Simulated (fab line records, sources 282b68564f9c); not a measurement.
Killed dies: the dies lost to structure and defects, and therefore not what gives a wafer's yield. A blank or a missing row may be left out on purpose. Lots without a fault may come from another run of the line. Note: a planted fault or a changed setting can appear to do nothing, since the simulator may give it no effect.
Which of the tools did it? ; flow rit_cmos ; 14 lots, 42 wafers sampled, at 7 steps of a route of 202

== WHAT THE GAUGES READ, wafer by wafer ==
RIT_GATE_THK_MEAS_09.
lot;measured;on;GATE_POLY_THK (nm)
L152;day 2 12:55;film_metro-01;250.1 249.6 249.1
L154;day 2 23:03;film_metro-03;247.5 246.7 246.1
L155;day 3 02:37;film_metro-03;251.4 250.6 252.3
L156;day 3 08:22;film_metro-04;251.3 252.7 253.7
L158;day 3 17:50;film_metro-01;250.1 249.1 250.7
L165;day 5 06:19;film_metro-01;246.7 247.6 246.8
L167;day 5 19:14;film_metro-01;254.6 252.8 253.7
L169;day 6 01:10;film_metro-01;248.9 249.7 251.5
L170;day 6 10:06;film_metro-01;248.7 250.0 248.5
L171;day 6 12:10;film_metro-04;246.3 246.9 247.0
L172;day 6 15:44;film_metro-01;257.0 253.9 253.9
L173;day 6 21:18;film_metro-03;248.5 246.8 246.7
L174;day 7 01:55;film_metro-03;252.8 251.7 250.8
L175;day 7 06:09;film_metro-01;249.7 252.0 249.3

RIT_SDANNEAL_RS_MEAS_04: measures by four-point-probe.
lot;measured;on;PSD_RS (ohm/sq)
L152;day 3 02:34;film_metro-04;115.6 115.4 115.6
L154;day 3 12:50;film_metro-03;115.9 115.5 115.7
L155;day 3 16:35;film_metro-03;115.8 115.9 115.7
L156;day 3 22:34;film_metro-03;94.1 94.2 94.3
L158;day 4 07:47;film_metro-03;94.0 94.1 94.1
L165;day 5 20:58;film_metro-02;116.4 116.1 116.3
L167;day 6 08:55;film_metro-03;115.9 115.9 115.7
L169;day 6 16:30;film_metro-03;115.9 115.8 115.9
L170;day 7 01:37;film_metro-04;116.1 115.7 115.5
L171;day 7 03:21;film_metro-02;116.5 116.5 116.1
L172;day 7 05:44;film_metro-04;115.7 115.9 115.8
L173;day 7 10:52;film_metro-02;115.8 116.3 116.3
L174;day 7 15:31;film_metro-02;116.2 116.1 116.0
L175;day 7 21:26;film_metro-02;116.2 116.3 116.4

RIT_SDANNEAL_RS_MEAS_05: measures by four-point-probe.
lot;measured;on;NSD_RS (ohm/sq)
L152;day 3 02:41;film_metro-04;84.9 84.8 84.8
L154;day 3 12:58;film_metro-03;84.3 83.9 84.1
L155;day 3 16:42;film_metro-03;84.3 84.2 84.4
L156;day 3 22:41;film_metro-03;83.6 83.6 83.6
L158;day 4 07:55;film_metro-03;83.9 83.9 83.8
L165;day 5 21:05;film_metro-02;85.0 84.9 85.0
L167;day 6 09:02;film_metro-03;84.3 84.3 84.6
L169;day 6 16:37;film_metro-03;84.9 84.7 84.8
L170;day 7 01:44;film_metro-04;84.4 84.2 84.4
L171;day 7 03:28;film_metro-02;84.7 85.0 84.9
L172;day 7 05:51;film_metro-04;84.1 84.0 84.1
L173;day 7 10:59;film_metro-02;84.3 84.2 84.7
L174;day 7 15:38;film_metro-02;84.6 84.8 84.4
L175;day 7 21:33;film_metro-02;84.7 84.7 84.6

RIT_SDANNEAL_RS_MEAS_06: measures by four-point-probe.
lot;measured;on;PLDD_RS (ohm/sq)
L152;day 3 02:48;film_metro-04;178.7 178.6 178.8
L154;day 3 13:05;film_metro-03;179.6 178.4 178.9
L155;day 3 16:49;film_metro-03;178.1 178.6 178.6
L156;day 3 22:49;film_metro-03;160.2 159.3 159.9
L158;day 4 08:02;film_metro-03;159.2 159.3 159.8
L165;day 5 21:13;film_metro-02;179.1 178.2 178.4
L167;day 6 09:09;film_metro-03;178.5 178.2 178.2
L169;day 6 16:44;film_metro-03;178.5 179.0 179.3
L170;day 7 01:52;film_metro-04;178.1 178.3 178.3
L171;day 7 03:35;film_metro-02;178.2 179.0 178.4
L172;day 7 05:58;film_metro-04;178.4 178.6 178.9
L173;day 7 11:06;film_metro-02;179.0 178.9 178.8
L174;day 7 15:46;film_metro-02;179.1 178.6 179.3
L175;day 7 21:40;film_metro-02;177.8 178.3 178.1

RIT_M1_BOW_MEAS_16.
lot;measured;on;M1_BOW (um)
L152;day 3 09:50;film_metro-02;1 22 8
L154;day 3 21:14;film_metro-02;12 12 25
L155;day 3 23:55;film_metro-02;15 14 16
L156;day 4 06:22;film_metro-03;4 11 13
L158;day 4 15:23;film_metro-02;27 21 11
L165;day 6 04:26;film_metro-03;27 10 16
L167;day 6 16:11;film_metro-02;24 23 26
L169;day 7 00:10;film_metro-03;-1 21 22
L170;day 7 08:55;film_metro-04;8 25 19
L171;day 7 11:29;film_metro-04;14 12 19
L172;day 7 13:25;film_metro-03;22 22 23
L173;day 7 18:40;film_metro-02;16 22 12
L174;day 7 22:59;film_metro-02;22 17 25
L175;day 8 04:44;film_metro-02;9 14 13

== WHICH TOOL RAN EACH LOT (tool, then ch and the chambers of the sampled wafers, then the start) ==
lot;RIT_GATE_STRIP_20;RIT_SDANNEAL_RTA_03
L152;plasma_asher-01 ch 0,1, day 2 14:14;rtp_anneal-02 ch 0, day 3 02:29
L154;plasma_asher-04 ch 0,1, day 3 00:37;rtp_anneal-02 ch 0, day 3 12:47
L155;plasma_asher-01 ch 0,1, day 3 04:04;rtp_anneal-01 ch 0, day 3 16:31
L156;plasma_asher-01 ch 0,1, day 3 10:07;rtp_anneal-02 ch 0, day 3 22:30
L158;plasma_asher-01 ch 0,1, day 3 19:19;rtp_anneal-02 ch 0, day 4 07:44
L165;plasma_asher-04 ch 0,1, day 5 08:12;rtp_anneal-01 ch 0, day 5 20:53
L167;plasma_asher-04 ch 0,1, day 5 20:41;rtp_anneal-01 ch 0, day 6 08:50
L169;plasma_asher-03 ch 0,1, day 6 02:37;rtp_anneal-01 ch 0, day 6 16:26
L170;plasma_asher-04 ch 0,1, day 6 11:42;rtp_anneal-02 ch 0, day 7 01:34
L171;plasma_asher-03 ch 1, day 6 13:37;rtp_anneal-01 ch 0, day 7 03:17
L172;plasma_asher-03 ch 0,1, day 6 17:06;rtp_anneal-02 ch 0, day 7 05:38
L173;plasma_asher-04 ch 0,1, day 6 22:38;rtp_anneal-01 ch 0, day 7 10:48
L174;plasma_asher-01 ch 0,1, day 7 03:13;rtp_anneal-02 ch 0, day 7 15:28
L175;plasma_asher-04 ch 0,1, day 7 07:31;rtp_anneal-01 ch 0, day 7 21:23
- RIT_GATE_STRIP_20: strips in O2, time 180 s.
- RIT_SDANNEAL_RTA_03: time 5 s.

== AS READ BY THE TOOLS THEMSELVES (means over the sampled wafers that have a number; for cases with no such wafer, the mark the record gives instead) ==
RIT_GATE_STRIP_20.
lot;tool;drypump_motor_current_A (A)
L152;plasma_asher-01;6.1
L154;plasma_asher-04;5.4
L155;plasma_asher-01;6.2
L156;plasma_asher-01;6.1
L158;plasma_asher-01;6.2
L165;plasma_asher-04;5.4
L167;plasma_asher-04;5.4
L169;plasma_asher-03;6.0
L170;plasma_asher-04;5.4
L171;plasma_asher-03;6.0
L172;plasma_asher-03;5.9
L173;plasma_asher-04;5.4
L174;plasma_asher-01;6.2
L175;plasma_asher-04;5.4

RIT_SDANNEAL_RTA_03.
lot;tool;ramp_up_c_per_s;wafer_temp_C_max
L152;rtp_anneal-02;342.02;1053.5
L154;rtp_anneal-02;342.02;1054.0
L155;rtp_anneal-01;342.01;1054.5
L156;rtp_anneal-02;342.01;1086.1
L158;rtp_anneal-02;342.05;1087.1
L165;rtp_anneal-01;342.02;1054.4
L167;rtp_anneal-01;341.99;1053.8
L169;rtp_anneal-01;341.99;1053.0
L170;rtp_anneal-02;341.98;1053.5
L171;rtp_anneal-01;342.03;1053.5
L172;rtp_anneal-02;341.94;1053.0
L173;rtp_anneal-01;341.99;1053.1
L174;rtp_anneal-02;342.02;1053.6
L175;rtp_anneal-01;341.94;1053.6

== THE ANSWER, worked out from the rows above alone ==
Rule: the usual values come from the lots themselves. Put in order of their means at a reading, lots are off if they are a third of the lots or fewer, leave a main group of 4 or more, and stand apart from it by a gap of 3 or more times the standard deviation of the main group's means; of several such gaps the widest counts. A main group whose means are all the same, to the digits that the tables above print for the reading, isn't used. Also off: a lot with no number at a reading for which 4 or more lots have one. Any other lot the step has rows for is counted as sound. The gauges are gone through in route order, then the tools' own readings, and for those a lot's mean is taken as printed above. At the first step where some lot is off, the reading lying furthest off is the one used; lots without a number count as furthest.
Off: L156, L158, seen at RIT_SDANNEAL_RS_MEAS_04 (PSD_RS). Main group: mean 116.0 ohm/sq, sd 0.26.
A tool fits if, at a process step before that reading, it ran every lot that is off, and no sound lot after the first of them. The gauges at RIT_SDANNEAL_RS_MEAS_04 aren't tried: what is off there is off at RIT_SDANNEAL_RTA_03 too, on other tools, and a gauge's error can't cause that. None of those tried fits.

== WHAT THE SIMULATOR PUT IN ==
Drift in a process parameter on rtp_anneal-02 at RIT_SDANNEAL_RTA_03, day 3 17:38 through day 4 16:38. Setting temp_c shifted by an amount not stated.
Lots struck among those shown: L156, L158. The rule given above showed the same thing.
